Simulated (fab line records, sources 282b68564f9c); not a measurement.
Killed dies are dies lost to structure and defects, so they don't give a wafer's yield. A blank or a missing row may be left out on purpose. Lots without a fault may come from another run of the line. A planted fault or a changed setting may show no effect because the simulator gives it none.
fab line records | flow rit_cmos
record lots=6 wafers=18 last_day=7
route steps=202 shown CONTACT@178 M1@184
lots that met no fault: from a run of the same line without faults
start_h: hours from the record's first day to the start of the lot's first wafer shown | wait_h: hours since the lot's step before | " the same as in the row above | L1.1+2: a row that stands for several wafers | - no value, or no start given | * or withheld: withheld | < > ~ a bound
route shown NAME@n: a module of which the file shows steps, and the number in the route of the first | usual: mean/standard deviation of fault-free wafers | same: alike in all rows | chamber/n: place in a boat | sites: the reading at each site | _std_site: their standard deviation | _edge_site: outer sites' mean less inner sites' | radius_mm: how far each site lies from the wafer's centre | mask NAME#n: copy n | behind: the tool/chamber that last shaped the wafer | hold: why the lot was held/for how many hours/how that ended | device: the transistor (n, p or np) that didn't switch | end of line: the same wafers' tests at the end of the route | a step without rows: its recipe alone | killed: dies lost to structure and defects at the first sort, not the wafer's yield | map: a wafer's dies, x killed, . not, _ none there
set.NAME: the setting as run; set.NAME@STEP: as run at that earlier step | model.NAME: the simulator's own value behind a step, which no gauge read
lots at some steps of the route; a table a step, a row a wafer
services: from which hour (start_h, from the record's first day; less than 0 if before it) a tool's chamber was out of use, for how many hours, and why
## steps
# step RIT_CONTACT_HARDBAKE_10
# recipe resist=NOVOLAK temp_c=140 time_s=60
# step RIT_CONTACT_ETCH_11
# recipe target_depth_a=4800 over_etch_frac=0.2 stop_on=TiSi2 chemistry=CHF3/CF4/Ar target=SiO2 CHF3_flow_sccm=50 cf4_flow_sccm=10 Ar_flow_sccm=100 O2_flow_sccm=5 pressure_mtorr=100 rf_w=200 time_s=320
# usual drypump_motor_current_A=5.7/0.48 oes_product_au=0.989/0.016 throttle_valve_pct=8.87/0.11
# columns lot.wafer tool chamber start_h wait_h drypump_motor_current_A oes_product_au rf_hours_counter_h throttle_valve_pct
L115.1 rie_diel-02 1 79.09 0.1 5.0 0.989 77 8.95
L115.3 " 0 " " 6.3 0.987 83 8.91
L115.5 " 0 " " 6.3 0.997 - 8.89
L118.1 rie_diel-04 1 92.83 0.1 5.8 0.966 105 8.73
L118.3 " 2 " " 6.2 1.002 140 8.88
L118.5 " 0 " " 5.9 1.002 - 8.85
L122.1 rie_diel-04 0 114.32 0.1 5.9 1.013 109 8.84
L122.3 " 1 " " 5.9 0.964 105 8.72
L122.6 " 0 " " 5.8 1.006 - 8.83
L124.1 rie_diel-04 1 119.66 0.1 5.9 0.976 106 8.72
L124.4 " 0 " " 5.9 1.000 109 8.84
L124.6 " 2 " " 6.2 1.006 - 8.87
L128.1 rie_diel-02 0 142.10 0.1 6.3 0.990 85 8.90
L128.4 " 1 " " 5.0 0.979 79 8.96
L128.5 " 1 " " 5.0 0.980 - 8.97
L133.3 rie_diel-02 2 166.60 0.1 5.3 1.008 2 8.79
L133.5 " 3 " " 6.0 0.969 - 8.83
L133.6 " 2 " " 5.3 1.013 - 8.79
# step RIT_CONTACT_STRIP_12
# recipe chemistry=O2 time_s=180 resist=NOVOLAK platen_temp_c=withheld power_w=500 pressure_mtorr=4000 o2_flow_sccm=4000
# usual drypump_motor_current_A=5.6/0.42 rf_refl_power_W=7.0/2.2
# columns lot.wafer tool chamber start_h wait_h drypump_motor_current_A rf_hours_counter_h rf_refl_power_W
L115.1 plasma_asher-01 0 79.29 0.1 4.8 30 7.4
L115.3 " 1 " " 5.9 - 9.7
L115.5 " 1 " " 5.9 - 9.5
L118.1 plasma_asher-04 0 93.03 0.1 5.8 43 3.8
L118.3 " 1 " " 5.8 - 8.7
L118.5 " 1 " " 5.8 - 8.6
L122.1 plasma_asher-01 1 114.52 0.1 5.9 34 9.6
L122.3 " 1 " " 5.9 - 9.7
L122.6 " 0 " " 4.8 - 7.0
L124.1 plasma_asher-04 1 119.85 0.1 5.8 47 8.5
L124.4 " 1 " " 5.8 - 8.6
L124.6 " 0 " " 5.8 - 3.8
L128.1 plasma_asher-04 1 142.29 0.1 5.8 49 8.8
L128.4 " 1 " " 5.8 - 8.5
L128.5 " 0 " " 5.8 - 3.7
L133.3 plasma_asher-01 0 166.86 0.2 4.8 - 6.9
L133.5 " 1 " " 5.9 - 9.5
L133.6 " 0 " " 4.8 - 6.8
# step RIT_CONTACT_CD_MEAS_90
# recipe target_cd_nm=1000
# usual cd_nm=1000.1/2
# columns lot.wafer tool chamber start_h wait_h cd_nm
L115.1 cd_sem-01 - 79.46 0.1 1001.5
L115.3 " - " " 999.7
L115.5 " - " " 999.1
L118.1 cd_sem-02 - 93.23 0.1 1000.5
L118.3 " - " " 996.3
L118.5 " - " " 998.7
L122.1 cd_sem-02 - 114.69 0.1 1000.0
L122.3 " - " " 1000.8
L122.6 " - " " 999.8
L124.1 cd_sem-01 - 120.03 0.1 1003.0
L124.4 " - " " 1003.0
L124.6 " - " " 999.4
L128.1 cd_sem-01 - 142.47 0.1 1003.1
L128.4 " - " " 1002.8
L128.5 " - " " 1000.9
L133.3 cd_sem-02 - 167.01 0.1 1000.0
L133.5 " - " " 1000.8
L133.6 " - " " 999.5
# step RIT_CONTACT_CLEAN_13
# recipe chemistry=SC1 mix=3:3:50 time_s=600 temp_c=75
# step RIT_CONTACT_CLEAN_14
# recipe chemistry=SC2 mix=3:3:50 time_s=600 temp_c=75 dry=n2_spin
# step RIT_M1_SPUTTER_00
# recipe material=Al target_thk_nm=400 power_w=1958 chamber_pressure_pa=0.4 gas=Ar time_s=500 substrate_temp_c=25
# usual cathode_dc_power_W=1958.0/0.4 throttle_valve_pct=29.9/1.5
# columns lot.wafer tool chamber start_h wait_h cathode_dc_power_W throttle_valve_pct
L115.1 pvd_sputter-02 - 79.93 0.0 1957.8 28.7
L115.3 " - " " 1958.1 30.8
L115.5 " - " " 1957.7 29.7
L118.1 pvd_sputter-01 - 93.74 0.0 1958.6 30.7
L118.3 " - " " 1958.4 27.4
L118.5 " - " " 1957.7 30.0
L122.1 pvd_sputter-01 - 115.16 0.0 1959.1 30.9
L122.3 " - " " 1958.4 30.0
L122.6 " - " " 1958.4 31.3
L124.1 pvd_sputter-04 - 120.51 0.0 1957.7 28.0
L124.4 " - " " 1958.5 33.1
L124.6 " - " " 1957.7 31.6
L128.1 pvd_sputter-04 - 142.94 0.0 1956.9 31.4
L128.4 " - " " 1958.6 30.2
L128.5 " - " " 1957.8 28.2
L133.3 pvd_sputter-01 - 167.44 0.0 1957.8 29.8
L133.5 " - " " 1957.3 30.5
L133.6 " - " " 1957.9 27.2
# step RIT_M1_RS_MEAS_01
# recipe thk_meas_gauge=four-point-probe reads=Al_of_M1_SPUTTER_00
# usual M1_AL_RS=0.0750/0.00078
# columns lot.wafer tool chamber start_h wait_h M1_AL_RS[ohm/sq]
L115.1 film_metro-02 - 80.22 0.1 0.0751
L115.3 " - " " 0.0751
L115.5 " - " " 0.0741
L118.1 film_metro-03 - 94.03 0.1 0.0758
L118.3 " - " " 0.0759
L118.5 " - " " 0.0756
L122.1 film_metro-04 - 115.46 0.1 0.0740
L122.3 " - " " 0.0740
L122.6 " - " " 0.0742
L124.1 film_metro-02 - 120.81 0.1 0.0744
L124.4 " - " " 0.0741
L124.6 " - " " 0.0742
L128.1 film_metro-02 - 143.23 0.1 0.0740
L128.4 " - " " 0.0750
L128.5 " - " " 0.0754
L133.3 film_metro-03 - 167.78 0.2 0.0763
L133.5 " - " " 0.0767
L133.6 " - " " 0.0773
# step RIT_M1_THK_MEAS_02
# recipe thk_meas_gauge=xrf reads=Al_of_M1_SPUTTER_00
# usual M1_AL_THK=389/4.2
# columns lot.wafer tool chamber start_h wait_h M1_AL_THK[nm]
L115.1 film_metro-02 - 80.34 0.1 389
L115.3 " - " " 387
L115.5 " - " " 394
L118.1 film_metro-03 - 94.15 0.1 387
L118.3 " - " " 387
L118.5 " - " " 388
L122.1 film_metro-04 - 115.58 0.1 393
L122.3 " - " " 393
L122.6 " - " " 393
L124.1 film_metro-02 - 120.93 0.1 393
L124.4 " - " " 395
L124.6 " - " " 391
L128.1 film_metro-02 - 143.35 0.1 394
L128.4 " - " " 390
L128.5 " - " " 387
L133.3 film_metro-03 - 167.88 0.1 383
L133.5 " - " " 381
L133.6 " - " " 379
# step RIT_M1_HMDS_03
# recipe prime_time_s=60 prime_temp_c=140
# step RIT_M1_COAT_04
# recipe resist=NOVOLAK spin_rpm=2000 resist_thk_nm=1280
# step RIT_M1_SOFTBAKE_05
# recipe resist=NOVOLAK temp_c=90 time_s=60
# step RIT_M1_EXPOSE_06
# recipe mask_id=M12 na=0.6 source_shape=conventional sigma_outer=0.5 target_cd_nm=2600 dose_mj=250
# usual exposure_dose_mJ_cm2=248.37/0.25 stage_vel_mm_s=500.00/0.25
# columns lot.wafer tool chamber start_h wait_h mask exposure_dose_mJ_cm2 stage_vel_mm_s
L115.1 iline_stepper-01 0 80.85 0.1 M12#0 248.36 499.99
L115.3 " 0 " " M12#0 248.60 500.07
L115.5 " 0 " " M12#0 248.13 500.30
L118.1 iline_stepper-02 0 94.66 0.1 M12#0 248.28 499.95
L118.3 " 0 " " M12#0 247.82 499.73
L118.5 " 0 " " M12#0 247.72 500.02
L122.1 iline_stepper-01 0 116.21 0.2 M12#0 225.12 499.55
L122.3 " 0 " " M12#0 225.14 499.49
L122.6 " 0 " " M12#0 225.28 499.57
L124.1 iline_stepper-01 0 121.56 0.2 M12#0 230.01 500.07
L124.4 " 0 " " M12#0 229.62 499.64
L124.6 " 0 " " M12#0 229.57 500.42
L128.1 iline_stepper-02 0 143.99 0.2 M12#0 248.16 499.83
L128.4 " 0 " " M12#0 248.22 500.04
L128.5 " 0 " " M12#0 248.52 499.98
L133.3 iline_stepper-02 0 168.53 0.2 M12#0 248.38 500.14
L133.5 " 0 " " M12#0 248.28 500.12
L133.6 " 0 " " M12#0 248.56 500.03
# step RIT_M1_PEB_07
# recipe resist=NOVOLAK temp_c=withheld time_s=withheld
# step RIT_M1_DEVELOP_08
# recipe resist=NOVOLAK develop_time_s=68 dev_temp_c=23
# step RIT_M1_CD_MEAS_09
# recipe target_cd_nm=2600
# usual cd_nm=2600.5/1.9
# columns lot.wafer tool chamber start_h wait_h cd_nm
L115.1 cd_sem-01 - 81.28 - 2598.3
L115.3 " - " " 2597.4
L115.5 " - " " 2599.9
L118.1 cd_sem-02 - 95.09 - 2601.9
L118.3 " - " " 2603.0
L118.5 " - " " 2605.0
L122.1 cd_sem-02 - 116.65 - 2628.5
L122.3 " - " " 2627.1
L122.6 " - " " 2628.7
L124.1 cd_sem-01 - 121.99 - 2620.6
L124.4 " - " " 2622.7
L124.6 " - " " 2623.0
L128.1 cd_sem-02 - 144.42 - 2599.3
L128.4 " - " " 2601.4
L128.5 " - " " 2601.7
L133.3 cd_sem-01 - 169.11 - 2602.5
L133.5 " - " " 2600.5
L133.6 " - " " 2602.3
# step RIT_M1_OVL_MEAS_10
# usual M1_OVL=0.7/1.3
# columns lot.wafer tool chamber start_h wait_h M1_OVL[nm]
L115.1 overlay-01 - 81.40 0.1 1.8
L115.3 " - " " 1.8
L115.5 " - " " 0.6
L118.1 overlay-01 - 95.21 0.1 2.9
L118.3 " - " " 1.5
L118.5 " - " " 3.5
L122.1 overlay-01 - 116.77 0.1 2.6
L122.3 " - " " 3.1
L122.6 " - " " 1.8
L124.1 overlay-02 - 122.11 0.1 -0.4
L124.4 " - " " 0.7
L124.6 " - " " 1.9
L128.1 overlay-01 - 144.54 0.1 0.9
L128.4 " - " " 0.6
L128.5 " - " " 0.6
L133.3 overlay-02 - 169.21 0.1 -0.2
L133.5 " - " " 0.9
L133.6 " - " " -0.3
# step RIT_M1_HARDBAKE_11
# recipe resist=NOVOLAK temp_c=140 time_s=120
# step RIT_M1_METAL_ETCH_12
# recipe stop_on=SiO2 chemistry=Cl2/BCl3 target=Al time_s=165 over_etch_frac=0.5 pressure_mtorr=100 target_depth_a=6000 rf_w=250 Cl2_flow_sccm=60 bcl3_flow_sccm=50
# usual drypump_motor_current_A=5.8/0.61 oes_product_au=0.768/0.011 throttle_valve_pct=8.27/0.081
# columns lot.wafer tool chamber start_h wait_h drypump_motor_current_A oes_product_au rf_hours_counter_h throttle_valve_pct model.M1.cd_nm
L115.1 rie_metal-04 0 81.69 0.2 5.3 0.761 3 8.39 2600
L115.3 " 0 " " 5.3 0.757 - 8.40 2598
L115.5 " 1 " " 5.9 0.785 - 8.31 2601
L118.1 rie_metal-04 0 95.50 0.2 5.3 0.757 3 8.40 2600
L118.3 " 0 " " 5.2 0.759 - 8.41 2601
L118.5 " 0 " " 5.2 0.750 - 8.38 2604
L122.1 rie_metal-03 1 117.06 0.2 5.8 0.765 35 8.17 2628
L122.3 " 0 " " 6.6 0.783 - 8.20 2628
L122.6 " 1 " " 5.7 0.764 - 8.17 2629
L124.1 rie_metal-04 1 122.40 0.2 5.9 0.786 3 8.31 2621
L124.4 " 1 " " 5.9 0.777 - 8.32 2622
L124.6 " 0 " " 5.2 0.766 - 8.40 2621
L128.1 rie_metal-02 1 144.82 0.2 6.7 0.771 1 8.19 2599
L128.4 " 0 " " 5.2 0.758 - 8.27 2602
L128.5 " 1 " " 6.7 0.764 - 8.21 2601
L133.3 rie_metal-02 1 169.60 0.2 6.7 0.761 - 8.20 2602
L133.5 " 0 " " 5.1 0.751 - 8.28 2601
L133.6 " 1 " " 6.7 0.761 - 8.19 2602
# step RIT_M1_STRIP_13
# recipe chemistry=nmp resist=NOVOLAK temp_c=80 time_s=600 dry=n2_spin
# step RIT_M1_PROBE_99
# usual defect_limited_yield=97.4/1 killed_at_front_end=6.7/2.6 killed_dies=6.8/2.6 killed_open=3.3/1.7 killed_short=3.4/2 sort_bin_3_pad_short=0.1/0.24 sort_bin_5_function=1.5/0.77 sort_bin_6_memory=1.0/0.61 sort_n_pass=257.2/2.6 sort_yield_pct=97.4/1
# same gross_dies=264 killed_at_M0_to_M3=0 killed_at_M4_up=0 killed_at_back_side=0 killed_at_contacts=0 killed_at_other=0
# columns lot.wafer tool chamber start_h wait_h defect_limited_yield[%] killed_at_front_end killed_dies killed_open killed_short sort_bin_3_pad_short[%] sort_bin_5_function[%] sort_bin_6_memory[%] sort_n_pass sort_yield_pct[%] model.etest.m1.width_nm
L115.1 prober-01 - 83.94 0.1 97.0 8 8 5 3 0 3.0 0 256.0 97.0 2602
L115.3 prober-01 - 84.04 0.2 95.8 11 11 1 10 0.4 3.4 0.4 253.0 95.8 2596
L115.5 prober-01 - 84.14 0.2 98.5 4 4 3 1 0 1.1 0.4 260.0 98.5 2604
L118.1 prober-02 - 97.91 0.1 98.1 5 5 2 3 0 1.5 0.4 259.0 98.1 2604
L118.3 prober-02 - 98.01 0.2 97.7 6 6 5 1 0 1.9 0.4 258.0 97.7 2604
L118.5 prober-02 - 98.11 0.2 98.1 5 5 4 1 0 0.8 1.1 259.0 98.1 2596
L122.1 prober-01 - 119.31 0.1 97.7 6 6 5 1 0 1.5 0.8 258.0 97.7 2622
L122.3 prober-01 - 119.41 0.2 95.5 12 12 6 6 0 0.8 3.8 252.0 95.5 2623
L122.6 prober-01 - 119.56 0.2 97.7 6 6 2 4 0 1.9 0.4 258.0 97.7 2631
L124.1 prober-01 - 124.72 0.1 98.5 4 4 0 4 0.4 0 1.1 260.0 98.5 2625
L124.4 prober-01 - 124.87 0.2 98.5 4 4 2 2 0 1.5 0 260.0 98.5 2621
L124.6 prober-01 - 124.97 0.2 97.7 6 6 3 3 0 1.1 1.1 258.0 97.7 2625
L128.1 prober-02 - 147.08 0.1 97.3 7 7 3 4 0 1.1 1.5 257.0 97.3 2594
L128.4 prober-02 - 147.23 0.2 95.1 13 13 4 9 0.4 3.8 0.8 251.0 95.1 2606
L128.5 prober-02 - 147.28 0.2 98.1 5 5 3 2 0 0.8 1.1 259.0 98.1 2602
L133.3 prober-01 - 171.90 0.2 95.8 11 11 4 7 0 1.9 2.3 253.0 95.8 2602
L133.5 prober-01 - 172.00 0.2 98.1 5 5 3 2 0 1.5 0.4 259.0 98.1 2601
L133.6 prober-01 - 172.05 0.2 98.9 3 3 1 2 0 0.8 0.4 261.0 98.9 2606
# killed by level:class
L115.1 REOX:geometric_particle:short=2 FOX1:geometric_particle:short=1 FOX1:geometric_particle:open=1 GATE:geometric_particle:open=1 REOX:geometric_particle:open=1 SPACER:geometric_particle:open=1 SILICIDE:geometric_particle:open=1
L115.3 REOX:geometric_particle:short=6 GATE:geometric_particle:short=2 GATE:geometric_particle:open=1 SPACER:geometric_particle:short=1 SILICIDE:geometric_particle:short=1
L115.5 FOX1:geometric_particle:open=1 FOX1:geometric_particle:short=1 GATE:geometric_particle:open=1 SILICIDE:geometric_particle:open=1
L118.1 FOX1:geometric_particle:open=1 GATE:geometric_particle:short=1 SPACER:geometric_particle:short=1 SILICIDE:geometric_particle:open=1 SILICIDE:geometric_particle:short=1
L118.3 FOX2:geometric_particle:open=2 GATE:geometric_particle:open=2 GATE:geometric_particle:short=1 SILICIDE:geometric_particle:open=1
L118.5 FOX2:geometric_particle:short=1 FOX2:geometric_particle:open=1 GATE:geometric_particle:open=1 REOX:geometric_particle:open=1 SILICIDE:geometric_particle:open=1
L122.1 GATE:geometric_particle:open=2 SILICIDE:geometric_particle:open=2 GATE:geometric_particle:short=1 REOX:geometric_particle:open=1
L122.3 GATE:geometric_particle:open=4 GATE:geometric_particle:short=3 SILICIDE:geometric_particle:open=2 SILICIDE:geometric_particle:short=2 REOX:geometric_particle:short=1
L122.6 FOX2:geometric_particle:short=2 FOX1:geometric_particle:short=1 GATE:geometric_particle:open=1 REOX:geometric_particle:short=1 SILICIDE:geometric_particle:open=1
L124.1 GATE:geometric_particle:short=2 FOX2:geometric_particle:short=1 SPACER:geometric_particle:short=1
L124.4 GATE:geometric_particle:open=2 GATE:geometric_particle:short=1 SILICIDE:geometric_particle:short=1
L124.6 REOX:geometric_particle:short=2 FOX1:geometric_particle:open=1 FOX2:geometric_particle:open=1 GATE:geometric_particle:short=1 GATE:geometric_particle:open=1
L128.1 GATE:geometric_particle:short=4 GATE:geometric_particle:open=2 FOX2:geometric_particle:open=1
L128.4 GATE:geometric_particle:short=3 FOX1:geometric_particle:short=2 FOX2:geometric_particle:short=2 REOX:geometric_particle:short=2 SILICIDE:geometric_particle:open=2 GATE:geometric_particle:open=1 REOX:geometric_particle:open=1
L128.5 GATE:geometric_particle:open=3 GATE:geometric_particle:short=1 SILICIDE:geometric_particle:short=1
L133.3 GATE:geometric_particle:open=3 FOX1:geometric_particle:short=2 GATE:geometric_particle:short=2 SILICIDE:geometric_particle:short=2 REOX:geometric_particle:open=1 SPACER:geometric_particle:short=1
L133.5 FOX1:geometric_particle:open=1 FOX1:geometric_particle:short=1 GATE:geometric_particle:short=1 SPACER:geometric_particle:open=1 SILICIDE:geometric_particle:open=1
L133.6 GATE:geometric_particle:short=2 REOX:geometric_particle:open=1
## services
# columns tool chamber start_h hours kind
rie_metal-03 - 56.12 1.0 repair
plasma_asher-04 - 62.96 15.9 pm
pvd_sputter-02 - 63.99 2.9 repair
iline_stepper-02 - 70.56 2.1 repair
iline_stepper-01 - 84.15 8.8 repair
iline_stepper-01 - 84.47 8.8 repair
rie_diel-02 2 84.55 - clean
rie_diel-02 2 84.55 20.4 scheduled_down
rie_diel-02 2 84.55 20.4 vent_cycle
rie_metal-04 - 85.24 4.0 pm
rie_metal-04 1 93.45 13.3 repair
rie_metal-02 1 101.43 8.8 repair
iline_stepper-01 - 117.68 2.5 repair
rie_diel-02 3 121.12 15.6 repair
rie_diel-02 1 122.91 2.9 repair
iline_stepper-02 0 132.33 - calibration
rie_metal-03 - 136.12 20.0 pm
rie_metal-03 0 136.12 20.0 vent_cycle
rie_metal-03 1 136.12 20.0 vent_cycle
rie_diel-02 - 137.36 2.8 pm
iline_stepper-02 - 145.93 7.0 repair
rie_diel-02 3 146.63 4.1 repair
iline_stepper-01 - 152.92 1.7 pm
rie_metal-03 0 156.12 - clean
## key
first_sign step=RIT_M1_EXPOSE_06 reading=exposure_dose_mJ_cm2 direction=down sigmas=84 usual=248.37 struck=227.46
effect step=RIT_M1_CD_MEAS_09 reading=cd_nm direction=up sigmas=13 usual=2600.5 struck=2625.1 through=control_loop
model_effect step=RIT_M1_METAL_ETCH_12 value=M1.cd_nm without=2600 struck=2625
model_effect step=RIT_M1_PROBE_99 value=etest.m1.width_nm without=2599 struck=2624
met_at RIT_M1_EXPOSE_06
struck_wafers L122.1,L122.3,L122.6,L124.1,L124.4,L124.6
loop_trim step=RIT_M1_EXPOSE_06 setting=dose lots=L124
onset_between 80.85 116.21
fault kind=process_parameter_drift tool=iline_stepper-01 chamber=- onset_h=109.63 steps=RIT_M1_EXPOSE_06 channel=dose_mj offset=-23.69 shape=step acts_in=these_recipes_only stated=250
# loop_trim: a control loop set the setting to another value than it would have without faults
